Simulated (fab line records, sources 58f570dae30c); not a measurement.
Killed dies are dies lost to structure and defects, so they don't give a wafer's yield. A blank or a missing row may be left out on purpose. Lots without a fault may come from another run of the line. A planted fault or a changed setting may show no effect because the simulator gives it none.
fab line records | flow berkeley_cmos170 | part 1 of 2: steps 1 to 37 of 43
record lots=7 wafers=21 last_day=11
route steps=331 shown M2@276 V2@292 M3@309
lots that met no fault: from a run of the same line without faults
start_h: hours from the record's first day to the start of the lot's first wafer shown | wait_h: hours since the lot's step before | " the same as in the row above | L1.1+2: a row that stands for several wafers | - no value, or no start given | * or withheld: withheld | < > ~ a bound
route shown NAME@n: a module of which the file shows steps, and the number in the route of the first | usual: mean/standard deviation of fault-free wafers | same: alike in all rows | chamber/n: place in a boat | sites: the reading at each site | _std_site: their standard deviation | _edge_site: outer sites' mean less inner sites' | radius_mm: how far each site lies from the wafer's centre | mask NAME#n: copy n | behind: the tool/chamber that last shaped the wafer | hold: why the lot was held/for how many hours/how that ended | device: the transistor (n, p or np) that didn't switch | end of line: the same wafers' tests at the end of the route | a step without rows: its recipe alone | killed: dies lost to structure and defects at the first sort, not the wafer's yield | map: a wafer's dies, x killed, . not, _ none there
set.NAME: the setting as run; set.NAME@STEP: as run at that earlier step | model.NAME: the simulator's own value behind a step, which no gauge read
lots at some steps of the route; a table a step, a row a wafer
services: from which hour (start_h, from the record's first day; less than 0 if before it) a tool's chamber was out of use, for how many hours, and why
## steps
# step UCB170_M2_COAT_05
# recipe resist=KrF spin_rpm=1500 resist_thk_nm=900
# step UCB170_M2_SOFTBAKE_06
# recipe resist=KrF temp_c=130 time_s=60
# step UCB170_M2_STRIP_07
# recipe chemistry=O2 power_w=400 pressure_mtorr=3500 platen_temp_c=withheld o2_flow_sccm=400 overash_fraction=0.5
# step UCB170_M2_STRIP_08
# recipe chemistry=DMSO temp_c=80 time_s=600 material=KrF
# step UCB170_M2_COAT_09
# recipe resist=BARC temp_c=withheld time_s=withheld spin_rpm=3000 resist_thk_nm=withheld
# step UCB170_M2_COAT_10
# recipe resist=KrF spin_rpm=1500 resist_thk_nm=900
# step UCB170_M2_SOFTBAKE_11
# recipe resist=KrF temp_c=130 time_s=60
# step UCB170_M2_EXPOSE_12
# recipe mask_id=METAL2 target_cd_nm=700 na=0.5 sigma_outer=0.6 source_shape=conventional dose_mj=26.51
# step UCB170_M2_PEB_13
# recipe peb_temp_c=130 peb_time_s=withheld resist=KrF
# step UCB170_M2_DEVELOP_14
# recipe developer=TMAH develop_time_s=45 resist=KrF dev_temp_c=21
# step UCB170_M2_CD_MEAS_15
# recipe target_cd_nm=700
# usual cd_nm=700.2/1.1
# columns lot.wafer tool chamber start_h wait_h cd_nm
L805.3 cd_sem-02 - 168.54 - 701.4
L805.5 " - " " 700.3
L805.6 " - " " 701.4
L818.2 cd_sem-02 - 229.91 - 700.2
L818.4 " - " " 702.4
L818.5 " - " " 702.3
L815.2 cd_sem-01 - 233.53 - 700.2
L815.3 " - " " 699.8
L815.5 " - " " 699.2
L816.1 cd_sem-01 - 233.84 - 699.1
L816.3 " - " " 698.1
L816.6 " - " " 699.4
L821.1 cd_sem-01 - 244.97 - 700.2
L821.3 " - " " 700.0
L821.6 " - " " 699.3
L822.1 cd_sem-02 - 245.64 - 700.0
L822.2 " - " " 700.4
L822.4 " - " " 702.3
L824.1 cd_sem-02 - 258.79 - 698.7
L824.3 " - " " 700.4
L824.6 " - " " 700.6
# step UCB170_M2_OVL_MEAS_16
# usual M2_OVL=4/5.2
# columns lot.wafer tool chamber start_h wait_h M2_OVL[nm]
L805.3 overlay-01 - 168.63 0.1 -7
L805.5 " - " " -4
L805.6 " - " " -3
L818.2 overlay-01 - 230.01 0.1 5
L818.4 " - " " 6
L818.5 " - " " 1
L815.2 overlay-01 - 233.64 0.1 0
L815.3 " - " " 4
L815.5 " - " " 1
L816.1 overlay-01 - 233.96 0.1 6
L816.3 " - " " 8
L816.6 " - " " 15
L821.1 overlay-01 - 245.09 0.1 -4
L821.3 " - " " 2
L821.6 " - " " 8
L822.1 overlay-01 - 245.76 0.1 1
L822.2 " - " " -4
L822.4 " - " " -2
L824.1 overlay-01 - 258.91 0.1 9
L824.3 " - " " 1
L824.6 " - " " -4
# step UCB170_M2_ETCH_17
# recipe chemistry=N2/H2 target_depth_a=withheld overetch_a=withheld target=BARC time_s=withheld source_w=500 bias_w=100 pressure_mtorr=30 n2_flow_sccm=100 h2_flow_sccm=200
# usual drypump_motor_current_A=5.9/0.34 oes_product_au=1.004/0.017 throttle_valve_pct=13.26/0.25
# columns lot.wafer tool chamber start_h wait_h drypump_motor_current_A oes_product_au throttle_valve_pct
L805.3 rie_diel-01 2 168.66 0.0 5.5 1.014 13.16
L805.5 " 0 " " 5.9 1.011 13.34
L805.6 " 3 " " 6.0 1.012 13.39
L818.2 rie_diel-02 3 230.04 0.0 6.4 0.963 12.95
L818.4 " 2 " " 5.5 0.977 13.73
L818.5 " 1 " " 5.6 1.021 12.95
L815.2 rie_diel-02 2 233.67 0.0 5.5 0.984 13.72
L815.3 " 3 " " 6.4 0.978 12.96
L815.5 " 2 " " 5.5 0.995 13.74
L816.1 rie_diel-02 1 234.00 0.0 5.6 1.020 12.95
L816.3 " 2 " " 5.5 0.995 13.72
L816.6 " 1 " " 5.6 1.019 12.95
L821.1 rie_diel-02 3 245.13 0.0 6.4 0.966 12.94
L821.3 " 2 " " 5.5 0.990 13.74
L821.6 " 2 " " 5.5 0.994 13.73
L822.1 rie_diel-03 2 245.79 0.0 6.3 1.015 13.06
L822.2 " 3 " " 6.3 0.991 13.11
L822.4 " 3 " " 6.3 0.996 13.08
L824.1 rie_diel-01 2 258.95 0.0 5.5 1.024 13.17
L824.3 " 0 " " 5.9 1.016 13.35
L824.6 " 3 " " 6.0 1.008 13.39
# step UCB170_M2_METAL_ETCH_18
# recipe chemistry=Cl2/BCl3 target=Al stop_on=SiO2 pressure_mtorr=12 target_depth_a=11700 over_etch_frac=0.3 time_s=195 icp_w=600 bias_w=120 Cl2_flow_sccm=90 bcl3_flow_sccm=45
# usual drypump_motor_current_A=5.5/0.35 mfc_cl2_sccm=90.00/0.26 oes_product_au=0.853/0.014 throttle_valve_pct=24.55/0.2
# columns lot.wafer tool chamber start_h wait_h drypump_motor_current_A mfc_cl2_sccm oes_product_au rf_hours_counter_h throttle_valve_pct
L805.3 rie_metal-04 0 168.76 - 5.3 90.13 0.877 - 24.41
L805.5 " 0 " " 5.3 90.43 0.868 - 24.40
L805.6 " 1 " " 5.3 89.96 0.846 - 24.49
L818.2 rie_metal-04 1 230.08 - 5.2 90.07 0.853 14 24.47
L818.4 " 0 " " 5.3 90.08 0.877 - 24.41
L818.5 " 0 " " 5.3 90.14 0.887 - 24.41
L815.2 rie_metal-02 0 233.71 - 6.1 90.27 0.838 0 24.26
L815.3 " 1 " " 5.4 90.10 0.850 - 24.68
L815.5 " 0 " " 6.1 90.17 0.842 - 24.29
L816.1 rie_metal-01 0 234.04 - 5.3 89.94 0.842 11 24.65
L816.3 " 1 " " 6.1 89.90 0.853 - 24.83
L816.6 " 1 " " 6.1 90.23 0.844 - 24.85
L821.1 rie_metal-01 0 245.17 - 5.3 89.66 0.829 11 24.66
L821.3 " 1 " " 6.0 90.09 0.844 - 24.85
L821.6 " 0 " " 5.3 89.81 0.841 - 24.67
L822.1 rie_metal-04 1 245.84 - 5.2 89.46 0.849 15 24.50
L822.2 " 0 " " 5.3 89.36 0.873 11 24.39
L822.4 " 0 " " 5.3 89.74 0.875 - 24.42
L824.1 rie_metal-02 1 258.99 - 5.4 89.95 0.852 11 24.69
L824.3 " 0 " " 6.1 90.16 0.854 - 24.30
L824.6 " 1 " " 5.4 89.79 0.851 - 24.67
# step UCB170_M2_STRIP_19
# recipe chemistry=O2 power_w=400 pressure_mtorr=3500 platen_temp_c=withheld o2_flow_sccm=400 overash_fraction=0.5
# usual drypump_motor_current_A=5.4/0.45 oes_product_au=0.542/0.018
# columns lot.wafer tool chamber start_h wait_h drypump_motor_current_A oes_product_au rf_hours_counter_h
L805.3 plasma_asher-03 0 168.92 0.1 5.1 0.512 -
L805.5 " 0 " " 5.1 0.500 -
L805.6 " 1 " " 4.8 0.533 -
L818.2 plasma_asher-03 1 230.27 0.1 4.8 0.549 51
L818.4 " 0 " " 5.1 0.519 -
L818.5 " 1 " " 4.8 0.524 -
L815.2 plasma_asher-04 0 233.90 0.1 5.7 0.533 44
L815.3 " 0 " " 5.7 0.555 -
L815.5 " 0 " " 5.6 0.539 -
L816.1 plasma_asher-03 0 234.23 0.1 5.1 0.559 52
L816.3 " 1 " " 4.8 0.530 -
L816.6 " 1 " " 4.8 0.522 -
L821.1 plasma_asher-03 0 245.42 0.2 5.1 0.576 54
L821.3 " 1 " " 4.7 0.543 -
L821.6 " 0 " " 5.1 0.567 -
L822.1 plasma_asher-03 1 246.02 0.1 4.8 0.550 54
L822.2 " 0 " " 5.1 0.521 54
L822.4 " 0 " " 5.0 0.514 -
L824.1 plasma_asher-03 0 259.18 0.1 5.1 0.554 56
L824.3 " 1 " " 4.8 0.538 -
L824.6 " 0 " " 5.1 0.550 -
# step UCB170_M2_CD_MEAS_90
# recipe target_cd_nm=700
# usual cd_nm=701/3.1
# columns lot.wafer tool chamber start_h wait_h cd_nm
L805.3 cd_sem-02 - 169.03 0.1 696
L805.5 " - " " 695
L805.6 " - " " 703
L818.2 cd_sem-01 - 230.39 0.1 704
L818.4 " - " " 700
L818.5 " - " " 701
L815.2 cd_sem-02 - 234.02 0.1 702
L815.3 " - " " 703
L815.5 " - " " 703
L816.1 cd_sem-01 - 234.33 0.1 704
L816.3 " - " " 694
L816.6 " - " " 699
L821.1 cd_sem-02 - 245.52 0.1 700
L821.3 " - " " 699
L821.6 " - " " 700
L822.1 cd_sem-01 - 246.12 0.1 702
L822.2 " - " " 694
L822.4 " - " " 698
L824.1 cd_sem-01 - 259.28 0.1 703
L824.3 " - " " 703
L824.6 " - " " 705
# step UCB170_V2_CVD_00
# recipe material=SiO2 target_thk_nm=2000 temp_c=390 precursor=TEOS/O2 time_s=250 rf_w=550 pressure_mtorr=9000
# step UCB170_V2_THK_MEAS_01
# recipe reads=SiO2_of_V2_CVD_00
# usual V2_TEOS_THK=1990/23
# columns lot.wafer tool chamber start_h wait_h V2_TEOS_THK[nm]
L805.3 film_metro-02 - 169.28 0.1 2023
L805.5 " - " " 2002
L805.6 " - " " 2027
L818.2 film_metro-03 - 230.66 0.1 1971
L818.4 " - " " 1974
L818.5 " - " " 1997
L815.2 film_metro-03 - 234.29 0.1 1963
L815.3 " - " " 1987
L815.5 " - " " 2003
L816.1 film_metro-04 - 234.61 0.1 1974
L816.3 " - " " 1963
L816.6 " - " " 2028
L821.1 film_metro-02 - 245.79 0.1 1964
L821.3 " - " " 1970
L821.6 " - " " 1974
L822.1 film_metro-02 - 246.40 0.1 1961
L822.2 " - " " 1988
L822.4 " - " " 2002
L824.1 film_metro-04 - 259.56 0.1 1970
L824.3 " - " " 1974
L824.6 " - " " 1965
# step UCB170_V2_CMP_02
# recipe material=SiO2 down_force_psi=6 platen_rpm=60 pad_velocity_m_s=0.75398
# usual head_pressure_psi=6.000/0.014 motor_current_A=15.6/1.8
# columns lot.wafer tool chamber start_h wait_h head_pressure_psi motor_current_A
L805.3 cmp-01 0 169.42 0.1 6.014 17.1
L805.5 " 2 " " 6.004 16.0
L805.6 " 3 " " 5.993 14.1
L818.2 cmp-02 3 230.71 0.0 6.005 18.5
L818.4 " 0 " " 5.969 17.1
L818.5 " 0 " " 5.999 15.0
L815.2 cmp-01 1 234.34 0.0 5.986 13.6
L815.3 " 0 " " 5.983 17.8
L815.5 " 2 " " 6.021 16.7
L816.1 cmp-01 0 234.99 0.4 5.984 17.0
L816.3 " 2 " " 5.988 15.5
L816.6 " 0 " " 5.996 16.3
L821.3 cmp-02 1 245.85 0.0 6.000 16.5
L821.1 " 0 " " 6.009 16.8
L821.6 " 2 " " 6.010 13.4
L822.2 cmp-01 3 246.46 0.0 6.011 13.0
L822.1 " 0 " " 6.000 17.3
L822.4 " 1 " " 5.991 13.7
L824.3 cmp-01 0 259.62 0.0 6.013 17.7
L824.1 " 1 " " 6.006 14.2
L824.6 " 1 " " 5.999 13.5
# step UCB170_V2_BOW_MEAS_03
# recipe mode=bow
# usual V2_BOW=37/7.1
# columns lot.wafer tool chamber start_h wait_h V2_BOW[um]
L805.3 film_metro-02 - 169.66 0.2 47
L805.5 " - " " 41
L805.6 " - " " 35
L818.2 film_metro-03 - 231.03 0.3 39
L818.4 " - " " 36
L818.5 " - " " 42
L815.2 film_metro-03 - 234.66 0.3 28
L815.3 " - " " 29
L815.5 " - " " 34
L816.1 film_metro-03 - 235.24 0.2 55
L816.3 " - " " 42
L816.6 " - " " 47
L821.1 film_metro-04 - 246.15 0.1 41
L821.3 " - " " 50
L821.6 " - " " 41
L822.1 film_metro-02 - 246.76 0.2 40
L822.2 " - " " 38
L822.4 " - " " 34
L824.1 film_metro-03 - 259.92 0.2 39
L824.3 " - " " 39
L824.6 " - " " 37
# step UCB170_V2_THK_MEAS_04
# recipe reads=SiO2_of_V2_CVD_00
# usual V2_POLISHED_THK=999.8/1.5
# columns lot.wafer tool chamber start_h wait_h V2_POLISHED_THK[nm]
L805.3 film_metro-02 - 169.76 0.1 998.1
L805.5 " - " " 1000.1
L805.6 " - " " 996.7
L818.2 film_metro-03 - 231.14 0.1 1002.0
L818.4 " - " " 1000.0
L818.5 " - " " 999.7
L815.2 film_metro-03 - 234.77 0.1 998.7
L815.3 " - " " 1001.9
L815.5 " - " " 1000.9
L816.1 film_metro-03 - 235.36 0.1 999.8
L816.3 " - " " 1001.3
L816.6 " - " " 999.8
L821.1 film_metro-04 - 246.27 0.1 998.9
L821.3 " - " " 1003.3
L821.6 " - " " 1001.8
L822.1 film_metro-02 - 246.88 0.1 999.8
L822.2 " - " " 999.1
L822.4 " - " " 998.5
L824.1 film_metro-03 - 260.04 0.1 998.0
L824.3 " - " " 1002.1
L824.6 " - " " 998.4
# step UCB170_V2_CLEAN_05
# recipe chemistry=DIW
# step UCB170_V2_HMDS_06
# recipe prime_time_s=60 prime_temp_c=100
# step UCB170_V2_COAT_07
# recipe resist=KrF spin_rpm=1500 resist_thk_nm=900
# step UCB170_V2_SOFTBAKE_08
# recipe resist=KrF temp_c=130 time_s=60
# step UCB170_V2_EXPOSE_09
# recipe mask_id=VIA2 target_cd_nm=700 na=0.5 sigma_outer=0.6 source_shape=conventional dose_mj=37
# step UCB170_V2_PEB_10
# recipe peb_temp_c=130 peb_time_s=withheld resist=KrF
# step UCB170_V2_DEVELOP_11
# recipe developer=TMAH develop_time_s=45 resist=KrF dev_temp_c=21
# step UCB170_V2_CD_MEAS_12
# recipe target_cd_nm=700
# usual cd_nm=699.8/1.4
# columns lot.wafer tool chamber start_h wait_h cd_nm
L805.3 cd_sem-02 - 171.23 - 699.1
L805.5 " - " " 700.0
L805.6 " - " " 699.6
L818.2 cd_sem-02 - 232.95 - 699.1
L818.4 " - " " 700.3
L818.5 " - " " 698.9
L815.2 cd_sem-01 - 239.69 - 700.6
L815.3 " - " " 699.9
L815.5 " - " " 700.3
L816.1 cd_sem-01 - 239.89 - 699.0
L816.3 " - " " 699.5
L816.6 " - " " 698.4
L821.1 cd_sem-02 - 247.37 - 701.1
L821.3 " - " " 700.5
L821.6 " - " " 700.1
L822.1 cd_sem-02 - 248.54 - 700.9
L822.2 " - " " 699.2
L822.4 " - " " 700.6
L824.1 cd_sem-02 - 262.28 - 698.4
L824.3 " - " " 697.2
L824.6 " - " " 697.5
# step UCB170_V2_OVL_MEAS_13
# usual V2_OVL=1/5.6
# columns lot.wafer tool chamber start_h wait_h V2_OVL[nm]
L805.3 overlay-02 - 171.32 0.1 1
L805.5 " - " " 5
L805.6 " - " " -4
L818.2 overlay-02 - 233.05 0.1 -5
L818.4 " - " " 4
L818.5 " - " " 1
L815.2 overlay-01 - 239.80 0.1 0
L815.3 " - " " -1
L815.5 " - " " -1
L816.1 overlay-01 - 240.01 0.1 5
L816.3 " - " " 0
L816.6 " - " " 18
L821.1 overlay-02 - 247.49 0.1 3
L821.3 " - " " -6
L821.6 " - " " -6
L822.1 overlay-02 - 248.66 0.1 0
L822.2 " - " " 1
L822.4 " - " " -2
L824.1 overlay-01 - 262.40 0.1 4
L824.3 " - " " 0
L824.6 " - " " 8
# step UCB170_V2_ETCH_14
# recipe chemistry=CHF3/CF4/Ar target=SiO2 stop_on=Al CHF3_flow_sccm=45 cf4_flow_sccm=15 Ar_flow_sccm=150 pressure_mtorr=200 rf_w=679.8 target_depth_a=12500 over_etch_frac=0.25 time_s=291
# usual drypump_motor_current_A=6.0/0.46 oes_product_au=0.875/0.012 throttle_valve_pct=6.91/0.15
# columns lot.wafer tool chamber start_h wait_h drypump_motor_current_A oes_product_au rf_hours_counter_h throttle_valve_pct
L805.3 rie_diel-02 3 171.34 0.0 6.4 0.849 1 6.77
L805.5 " 1 " " 5.6 0.876 - 6.80
L805.6 " 3 " " 6.4 0.855 - 6.78
L818.2 rie_diel-03 2 233.08 0.0 6.3 0.892 18 6.83
L818.4 " 3 " " 6.4 0.874 - 6.82
L818.5 " 2 " " 6.3 0.884 - 6.82
L815.2 rie_diel-02 3 239.83 0.0 6.4 0.851 4 6.77
L815.3 " 2 " " 5.5 0.864 21 7.20
L815.5 " 3 " " 6.4 0.854 - 6.77
L816.1 rie_diel-03 0 240.05 0.0 5.7 0.878 1 7.14
L816.3 " 3 " " 6.3 0.868 4 6.80
L816.6 " 0 " " 5.7 0.875 - 7.16
L821.1 rie_diel-04 0 247.52 0.0 6.5 0.889 38 6.78
L821.3 " 1 " " 6.5 0.867 40 6.90
L821.6 " 3 " " 6.7 0.891 - 6.84
L822.1 rie_diel-02 1 248.70 0.0 5.7 0.873 10 6.80
L822.2 " 2 " " 5.5 0.859 22 7.19
L822.4 " 3 " " 6.4 0.853 5 6.77
L824.1 rie_diel-03 0 262.44 0.0 5.7 0.877 2 7.15
L824.3 " 2 " " 6.3 0.888 20 6.82
L824.6 " 2 " " 6.3 0.889 - 6.83
# step UCB170_V2_STRIP_15
# recipe chemistry=O2 power_w=400 pressure_mtorr=3500 platen_temp_c=withheld o2_flow_sccm=400 overash_fraction=0.5
# step UCB170_V2_CD_MEAS_90
# recipe target_cd_nm=700
# usual cd_nm=699.6/1.4
# columns lot.wafer tool chamber start_h wait_h cd_nm
L805.3 cd_sem-02 - 171.66 0.1 698.4
L805.5 " - " " 700.3
L805.6 " - " " 699.1
L818.2 cd_sem-02 - 233.38 0.1 697.3
L818.4 " - " " 700.2
L818.5 " - " " 696.6
L815.2 cd_sem-01 - 240.12 0.1 700.1
L815.3 " - " " 700.2
L815.5 " - " " 699.0
L816.1 cd_sem-02 - 240.33 0.1 699.2
L816.3 " - " " 699.9
L816.6 " - " " 699.8
L821.1 cd_sem-02 - 247.80 0.1 701.6
L821.3 " - " " 701.1
L821.6 " - " " 700.0
L822.1 cd_sem-01 - 248.98 0.1 701.1
L822.2 " - " " 699.2
L822.4 " - " " 699.8
L824.1 cd_sem-01 - 262.72 0.1 698.5
L824.3 " - " " 697.1
L824.6 " - " " 696.3
# step UCB170_M3_PRE_CLEAN_00
# recipe gas=Ar preclean_etch_time_s=60
# step UCB170_M3_SPUTTER_01
# recipe material=Al target_thk_nm=900 time_s=120 power_w=6000 chamber_pressure_pa=0.5
# usual throttle_valve_pct=30.3/1
# columns lot.wafer tool chamber start_h wait_h throttle_valve_pct
L805.3 pvd_sputter-01 - 171.81 0.0 32.2
L805.5 " - " " 30.1
L805.6 " - " " 31.0
L818.2 pvd_sputter-01 - 233.55 0.0 32.0
L818.4 " - " " 30.1
L818.5 " - " " 32.1
L815.2 pvd_sputter-04 - 240.29 0.0 28.8
L815.3 " - " " 29.9
L815.5 " - " " 29.9
L816.1 pvd_sputter-01 - 240.52 0.0 32.1
L816.3 " - " " 30.8
L816.6 " - " " 31.4
L821.1 pvd_sputter-04 - 247.99 0.0 29.8
L821.3 " - " " 28.7
L821.6 " - " " 30.0
L822.1 pvd_sputter-01 - 249.16 0.0 30.0
L822.2 " - " " 31.7
L822.4 " - " " 30.6
L824.1 pvd_sputter-04 - 262.90 0.0 31.4
L824.3 " - " " 29.8
L824.6 " - " " 30.2
# step UCB170_M3_RS_MEAS_02
# recipe thk_meas_gauge=four-point-probe reads=Al_of_M3_SPUTTER_01
# usual M3_AL_RS=0.0323/0.00036
# columns lot.wafer tool chamber start_h wait_h M3_AL_RS[ohm/sq]
L805.3 film_metro-03 - 171.93 0.1 0.0320
L805.5 " - " " 0.0321
L805.6 " - " " 0.0317
L818.2 film_metro-03 - 233.65 0.1 0.0325
L818.4 " - " " 0.0325
L818.5 " - " " 0.0326
L815.2 film_metro-02 - 240.39 0.1 0.0321
L815.3 " - " " 0.0321
L815.5 " - " " 0.0322
L816.1 film_metro-01 - 240.60 0.0 0.0327
L816.3 " - " " 0.0324
L816.6 " - " " 0.0324
L821.1 film_metro-01 - 248.07 0.0 0.0319
L821.3 " - " " 0.0320
L821.6 " - " " 0.0314
L822.1 film_metro-02 - 249.25 0.0 0.0327
L822.2 " - " " 0.0325
L822.4 " - " " 0.0320
L824.1 film_metro-01 - 262.99 0.0 0.0324
L824.3 " - " " 0.0323
L824.6 " - " " 0.0319
# step UCB170_M3_THK_MEAS_03
# recipe thk_meas_gauge=xrf reads=Al_of_M3_SPUTTER_01
# usual M3_AL_THK=896/11
# columns lot.wafer tool chamber start_h wait_h M3_AL_THK[nm]
L805.3 film_metro-03 - 172.03 0.1 904
L805.5 " - " " 898
L805.6 " - " " 912
L818.2 film_metro-03 - 233.76 0.1 890
L818.4 " - " " 885
L818.5 " - " " 890
L815.2 film_metro-02 - 240.50 0.1 894
L815.3 " - " " 898
L815.5 " - " " 893
L816.1 film_metro-01 - 240.72 0.1 885
L816.3 " - " " 898
L816.6 " - " " 895
L821.1 film_metro-01 - 248.19 0.1 910
L821.3 " - " " 904
L821.6 " - " " 920
L822.1 film_metro-02 - 249.37 0.1 881
L822.2 " - " " 886
L822.4 " - " " 897
L824.1 film_metro-01 - 263.11 0.1 894
L824.3 " - " " 895
L824.6 " - " " 910
